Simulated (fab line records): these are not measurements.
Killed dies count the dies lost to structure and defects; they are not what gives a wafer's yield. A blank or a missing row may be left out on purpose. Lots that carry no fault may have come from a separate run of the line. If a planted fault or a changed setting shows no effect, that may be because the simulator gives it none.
Which tool did it? / flow berkeleyCmos170 / 13 lots with 39 wafers sampled at 6 steps, on a route of 331 steps

== WHAT EACH GAUGE READ, for each wafer ==
UCB170_SACOX_THK_MEAS_02.
lot=L549; measured=day 5 10:41; on=filmMetro-02; SACOX_OXIDE_THK (nm)=14.30 14.21 14.14
lot=L551; measured=day 5 23:00; on=filmMetro-04; SACOX_OXIDE_THK (nm)=14.69 14.69 14.52
lot=L554; measured=day 6 07:59; on=filmMetro-03; SACOX_OXIDE_THK (nm)=15.03 14.92 14.84
lot=L557; measured=day 6 22:50; on=filmMetro-03; SACOX_OXIDE_THK (nm)=14.27 14.49 14.52
lot=L555; measured=day 6 22:50; on=filmMetro-02; SACOX_OXIDE_THK (nm)=13.79 13.94 14.13
lot=L558; measured=day 7 07:56; on=filmMetro-02; SACOX_OXIDE_THK (nm)=13.97 13.70 13.85
lot=L559; measured=day 7 10:52; on=filmMetro-02; SACOX_OXIDE_THK (nm)=14.04 13.92 14.06
lot=L563; measured=day 8 12:22; on=filmMetro-02; SACOX_OXIDE_THK (nm)=14.19 14.44 14.26
lot=L565; measured=day 8 12:19; on=filmMetro-02; SACOX_OXIDE_THK (nm)=14.17 14.30 14.12
lot=L568; measured=day 9 09:37; on=filmMetro-03; SACOX_OXIDE_THK (nm)=14.51 14.41 14.26
lot=L569; measured=day 9 09:37; on=filmMetro-04; SACOX_OXIDE_THK (nm)=14.60 14.36 14.55
lot=L570; measured=day 9 20:56; on=filmMetro-02; SACOX_OXIDE_THK (nm)=14.56 14.40 14.21
lot=L571; measured=day 9 20:56; on=filmMetro-03; SACOX_OXIDE_THK (nm)=14.04 14.14 14.10

UCB170_GATE_THK_MEAS_05.
lot=L549; measured=day 6 11:25; on=filmMetro-03; GATE_POLY_THK (nm)=213.6 214.2 215.0
lot=L551; measured=day 6 18:16; on=filmMetro-02; GATE_POLY_THK (nm)=213.2 213.1 214.4
lot=L554; measured=day 7 07:31; on=filmMetro-02; GATE_POLY_THK (nm)=142.6 142.2 141.3
lot=L557; measured=day 7 20:47; on=filmMetro-04; GATE_POLY_THK (nm)=213.5 211.7 213.0
lot=L555; measured=day 7 20:47; on=filmMetro-03; GATE_POLY_THK (nm)=211.9 214.0 212.9
lot=L558; measured=day 8 08:32; on=filmMetro-02; GATE_POLY_THK (nm)=210.2 211.9 210.8
lot=L559; measured=day 8 08:34; on=filmMetro-04; GATE_POLY_THK (nm)=214.0 213.0 211.7
lot=L563; measured=day 9 12:35; on=filmMetro-04; GATE_POLY_THK (nm)=215.9 216.5 217.6
lot=L565; measured=day 9 12:37; on=filmMetro-02; GATE_POLY_THK (nm)=215.5 216.2 215.0
lot=L568; measured=day 10 10:37; on=filmMetro-04; GATE_POLY_THK (nm)=213.8 213.4 214.5
lot=L569; measured=day 10 10:37; on=filmMetro-03; GATE_POLY_THK (nm)=211.0 212.6 213.5
lot=L570; measured=day 10 17:37; on=filmMetro-04; GATE_POLY_THK (nm)=214.8 214.0 215.4
lot=L571; measured=day 10 17:37; on=filmMetro-03; GATE_POLY_THK (nm)=211.3 212.3 210.7

UCB170_PLDD_CD_MEAS_06: target cd 1200 nm.
lot=L549; measured=day 6 14:31; on=cdSem-02; cdNm (nm)=1201.2 1201.5 1201.0
lot=L551; measured=day 6 21:44; on=cdSem-01; cdNm (nm)=1200.1 1200.1 1199.0
lot=L554; measured=day 7 10:54; on=cdSem-01; cdNm (nm)=1204.0 1203.0 1201.9
lot=L557; measured=day 7 23:26; on=cdSem-01; cdNm (nm)=1201.9 1200.5 1202.4
lot=L555; measured=day 8 00:13; on=cdSem-01; cdNm (nm)=1197.6 1197.7 1199.0
lot=L558; measured=day 8 12:28; on=cdSem-01; cdNm (nm)=1201.1 1200.9 1200.2
lot=L559; measured=day 8 12:47; on=cdSem-01; cdNm (nm)=1200.0 1201.4 1200.2
lot=L563; measured=day 9 16:10; on=cdSem-01; cdNm (nm)=1199.2 1197.9 1196.7
lot=L565; measured=day 9 15:42; on=cdSem-01; cdNm (nm)=1200.0 1201.5 1201.4
lot=L568; measured=day 10 13:20; on=cdSem-02; cdNm (nm)=1201.5 1201.5 1201.0
lot=L569; measured=day 10 13:55; on=cdSem-01; cdNm (nm)=1202.2 1202.5 1201.3
lot=L570; measured=day 10 21:05; on=cdSem-01; cdNm (nm)=1202.2 1202.2 1203.6
lot=L571; measured=day 10 20:43; on=cdSem-01; cdNm (nm)=1198.6 1199.0 1199.2

== WHICH TOOL RAN EACH LOT (tool, then ch and the chambers of the sampled wafers, then the start) ==
lot=L549; UCB170_PFIELD_STRIP_08=plasmaAsher-04 ch 0,1, day 4 14:49; UCB170_GATE_CVD_04=lpcvd-01 ch 0, day 6 10:01; UCB170_GATE_ETCH_15=rieSi-02 ch 0,1, day 6 12:48
lot=L551; UCB170_PFIELD_STRIP_08=plasmaAsher-03 ch 0,1, day 5 00:51; UCB170_GATE_CVD_04=lpcvd-02 ch 0, day 6 16:50; UCB170_GATE_ETCH_15=rieSi-02 ch 0,1,3, day 6 19:59
lot=L554; UCB170_PFIELD_STRIP_08=plasmaAsher-03 ch 1, day 5 14:14; UCB170_GATE_CVD_04=lpcvd-02 ch 1, day 7 06:07; UCB170_GATE_ETCH_15=rieSi-02 ch 1,3, day 7 09:05
lot=L557; UCB170_PFIELD_STRIP_08=plasmaAsher-01 ch 0,1, day 6 05:06; UCB170_GATE_CVD_04=lpcvd-01 ch 0, day 7 19:23; UCB170_GATE_ETCH_15=rieSi-01 ch 0,1,2, day 7 22:00
lot=L555; UCB170_PFIELD_STRIP_08=plasmaAsher-03 ch 0,1, day 6 06:06; UCB170_GATE_CVD_04=lpcvd-01 ch 0, day 7 19:23; UCB170_GATE_ETCH_15=rieSi-01 ch 1,2,3, day 7 22:23
lot=L558; UCB170_PFIELD_STRIP_08=plasmaAsher-03 ch 0,1, day 6 14:58; UCB170_GATE_CVD_04=lpcvd-01 ch 1, day 8 06:26; UCB170_GATE_ETCH_15=rieSi-02 ch 0,2,3, day 8 10:23
lot=L559; UCB170_PFIELD_STRIP_08=plasmaAsher-03 ch 0,1, day 6 20:29; UCB170_GATE_CVD_04=lpcvd-01 ch 0, day 8 06:26; UCB170_GATE_ETCH_15=rieSi-01 ch 0,1, day 8 10:40
lot=L563; UCB170_PFIELD_STRIP_08=plasmaAsher-01 ch 0,1, day 7 17:50; UCB170_GATE_CVD_04=lpcvd-01 ch 0, day 9 10:29; UCB170_GATE_ETCH_15=rieSi-01 ch 1,2, day 9 14:29
lot=L565; UCB170_PFIELD_STRIP_08=plasmaAsher-04 ch 0,1, day 7 17:53; UCB170_GATE_CVD_04=lpcvd-01 ch 0, day 9 10:29; UCB170_GATE_ETCH_15=rieSi-01 ch 0,3, day 9 14:08
lot=L568; UCB170_PFIELD_STRIP_08=plasmaAsher-03 ch 1, day 8 16:17; UCB170_GATE_CVD_04=lpcvd-01 ch 0, day 10 09:12; UCB170_GATE_ETCH_15=rieSi-02 ch 0,1,2, day 10 11:47
lot=L569; UCB170_PFIELD_STRIP_08=plasmaAsher-04 ch 0,1, day 8 16:46; UCB170_GATE_CVD_04=lpcvd-01 ch 0, day 10 09:12; UCB170_GATE_ETCH_15=rieSi-01 ch 0,1,3, day 10 12:11
lot=L570; UCB170_PFIELD_STRIP_08=plasmaAsher-04 ch 0,1, day 9 01:55; UCB170_GATE_CVD_04=lpcvd-02 ch 1, day 10 16:12; UCB170_GATE_ETCH_15=rieSi-01 ch 0,1,3, day 10 19:29
lot=L571; UCB170_PFIELD_STRIP_08=plasmaAsher-03 ch 0,1, day 9 02:14; UCB170_GATE_CVD_04=lpcvd-02 ch 1, day 10 16:12; UCB170_GATE_ETCH_15=rieSi-02 ch 0,1,2, day 10 19:02
- UCB170_PFIELD_STRIP_08: strips in O2.
- UCB170_GATE_CVD_04: deposits poly-Si from SiH4, time 1440 s, target thk 214 nm.
- UCB170_GATE_ETCH_15: etches poly-Si in HBr/Cl2, stops on SiO2, time 56.3 s, target depth 278.2 nm.

== WHAT THE TOOLS THEMSELVES READ (means of the sampled wafers that have a number; where no wafer has one, the mark that the record gives instead) ==
UCB170_PFIELD_STRIP_08.
lot=L549; tool=plasmaAsher-04; drypumpMotorCurrentA (A)=6.2; oesProductAu (a.u.)=0.732; stripTimeToEndpointS (s)=21.64
lot=L551; tool=plasmaAsher-03; drypumpMotorCurrentA (A)=5.7; oesProductAu (a.u.)=0.736; stripTimeToEndpointS (s)=21.65
lot=L554; tool=plasmaAsher-03; drypumpMotorCurrentA (A)=5.1; oesProductAu (a.u.)=0.730; stripTimeToEndpointS (s)=21.56
lot=L557; tool=plasmaAsher-01; drypumpMotorCurrentA (A)=5.2; oesProductAu (a.u.)=0.737; stripTimeToEndpointS (s)=21.64
lot=L555; tool=plasmaAsher-03; drypumpMotorCurrentA (A)=5.4; oesProductAu (a.u.)=0.738; stripTimeToEndpointS (s)=21.58
lot=L558; tool=plasmaAsher-03; drypumpMotorCurrentA (A)=5.7; oesProductAu (a.u.)=0.737; stripTimeToEndpointS (s)=21.55
lot=L559; tool=plasmaAsher-03; drypumpMotorCurrentA (A)=5.4; oesProductAu (a.u.)=0.732; stripTimeToEndpointS (s)=21.66
lot=L563; tool=plasmaAsher-01; drypumpMotorCurrentA (A)=5.2; oesProductAu (a.u.)=0.732; stripTimeToEndpointS (s)=21.65
lot=L565; tool=plasmaAsher-04; drypumpMotorCurrentA (A)=6.2; oesProductAu (a.u.)=0.734; stripTimeToEndpointS (s)=21.56
lot=L568; tool=plasmaAsher-03; drypumpMotorCurrentA (A)=5.1; oesProductAu (a.u.)=0.733; stripTimeToEndpointS (s)=21.63
lot=L569; tool=plasmaAsher-04; drypumpMotorCurrentA (A)=6.2; oesProductAu (a.u.)=0.733; stripTimeToEndpointS (s)=21.66
lot=L570; tool=plasmaAsher-04; drypumpMotorCurrentA (A)=6.2; oesProductAu (a.u.)=0.734; stripTimeToEndpointS (s)=21.61
lot=L571; tool=plasmaAsher-03; drypumpMotorCurrentA (A)=5.4; oesProductAu (a.u.)=0.731; stripTimeToEndpointS (s)=21.65

UCB170_GATE_CVD_04.
lot=L549; tool=lpcvd-01; zonePowerCentrePct (%)=26.0
lot=L551; tool=lpcvd-02; zonePowerCentrePct (%)=29.9
lot=L554; tool=lpcvd-02; zonePowerCentrePct (%)=25.8
lot=L557; tool=lpcvd-01; zonePowerCentrePct (%)=26.1
lot=L555; tool=lpcvd-01; zonePowerCentrePct (%)=25.9
lot=L558; tool=lpcvd-01; zonePowerCentrePct (%)=30.6
lot=L559; tool=lpcvd-01; zonePowerCentrePct (%)=25.7
lot=L563; tool=lpcvd-01; zonePowerCentrePct (%)=25.9
lot=L565; tool=lpcvd-01; zonePowerCentrePct (%)=25.9
lot=L568; tool=lpcvd-01; zonePowerCentrePct (%)=26.0
lot=L569; tool=lpcvd-01; zonePowerCentrePct (%)=25.9
lot=L570; tool=lpcvd-02; zonePowerCentrePct (%)=25.7
lot=L571; tool=lpcvd-02; zonePowerCentrePct (%)=25.6

UCB170_GATE_ETCH_15.
lot=L549; tool=rieSi-02; drypumpMotorCurrentA (A)=5.5; mfcCl2Sccm (sccm)=49.86; oesProductAu (a.u.)=0.841; throttleValvePct (%)=26.35
lot=L551; tool=rieSi-02; drypumpMotorCurrentA (A)=5.4; mfcCl2Sccm (sccm)=50.01; oesProductAu (a.u.)=0.842; throttleValvePct (%)=26.59
lot=L554; tool=rieSi-02; drypumpMotorCurrentA (A)=5.0; mfcCl2Sccm (sccm)=49.94; oesProductAu (a.u.)=0.661; throttleValvePct (%)=26.64
lot=L557; tool=rieSi-01; drypumpMotorCurrentA (A)=5.7; mfcCl2Sccm (sccm)=50.03; oesProductAu (a.u.)=0.824; throttleValvePct (%)=26.15
lot=L555; tool=rieSi-01; drypumpMotorCurrentA (A)=5.4; mfcCl2Sccm (sccm)=50.07; oesProductAu (a.u.)=0.827; throttleValvePct (%)=26.24
lot=L558; tool=rieSi-02; drypumpMotorCurrentA (A)=5.6; mfcCl2Sccm (sccm)=50.10; oesProductAu (a.u.)=0.829; throttleValvePct (%)=26.68
lot=L559; tool=rieSi-01; drypumpMotorCurrentA (A)=5.8; mfcCl2Sccm (sccm)=50.15; oesProductAu (a.u.)=0.826; throttleValvePct (%)=26.16
lot=L563; tool=rieSi-01; drypumpMotorCurrentA (A)=5.7; mfcCl2Sccm (sccm)=50.11; oesProductAu (a.u.)=0.832; throttleValvePct (%)=26.09
lot=L565; tool=rieSi-01; drypumpMotorCurrentA (A)=5.1; mfcCl2Sccm (sccm)=50.05; oesProductAu (a.u.)=0.826; throttleValvePct (%)=26.40
lot=L568; tool=rieSi-02; drypumpMotorCurrentA (A)=5.7; mfcCl2Sccm (sccm)=49.93; oesProductAu (a.u.)=0.834; throttleValvePct (%)=26.44
lot=L569; tool=rieSi-01; drypumpMotorCurrentA (A)=5.5; mfcCl2Sccm (sccm)=50.07; oesProductAu (a.u.)=0.814; throttleValvePct (%)=26.25
lot=L570; tool=rieSi-01; drypumpMotorCurrentA (A)=5.5; mfcCl2Sccm (sccm)=50.07; oesProductAu (a.u.)=0.822; throttleValvePct (%)=26.24
lot=L571; tool=rieSi-02; drypumpMotorCurrentA (A)=5.6; mfcCl2Sccm (sccm)=50.07; oesProductAu (a.u.)=0.830; throttleValvePct (%)=26.45

== THE ANSWER, worked out from the rows above alone ==
Rule: the usual values come from the lots themselves. Put in order of their means at a reading, lots are off if they are a third of the lots or fewer, leave a main group of 4 or more, and stand apart from it by a gap of 3 or more times the standard deviation of the main group's means; of several such gaps the widest counts. The tables above print the reading to a certain number of digits; a main group whose means all agree to those digits is not used. Also off: a lot with no number at a reading for which 4 or more lots have one. Where the step has rows for the other lots, those lots are counted as sound. Order of review: gauges by route order, followed by the tools' own readings, for which a lot's mean as printed above is used. At the first step where some lot is off, the reading lying furthest off is the one used; lots without a number count as furthest.
Off: L554, seen at UCB170_GATE_THK_MEAS_05 (GATE_POLY_THK). Main group: mean 213.5 nm, sd 1.6.
If a tool, at a process step before that reading, ran all the lots that are off and no sound lot after the first of them, it fits. The gauges at UCB170_GATE_THK_MEAS_05 aren't tried: what is off there is off at UCB170_GATE_ETCH_15 too, on other tools, and a gauge's error can't cause that. Of those tried, none fits.

== WHAT THE SIMULATOR PUT IN ==
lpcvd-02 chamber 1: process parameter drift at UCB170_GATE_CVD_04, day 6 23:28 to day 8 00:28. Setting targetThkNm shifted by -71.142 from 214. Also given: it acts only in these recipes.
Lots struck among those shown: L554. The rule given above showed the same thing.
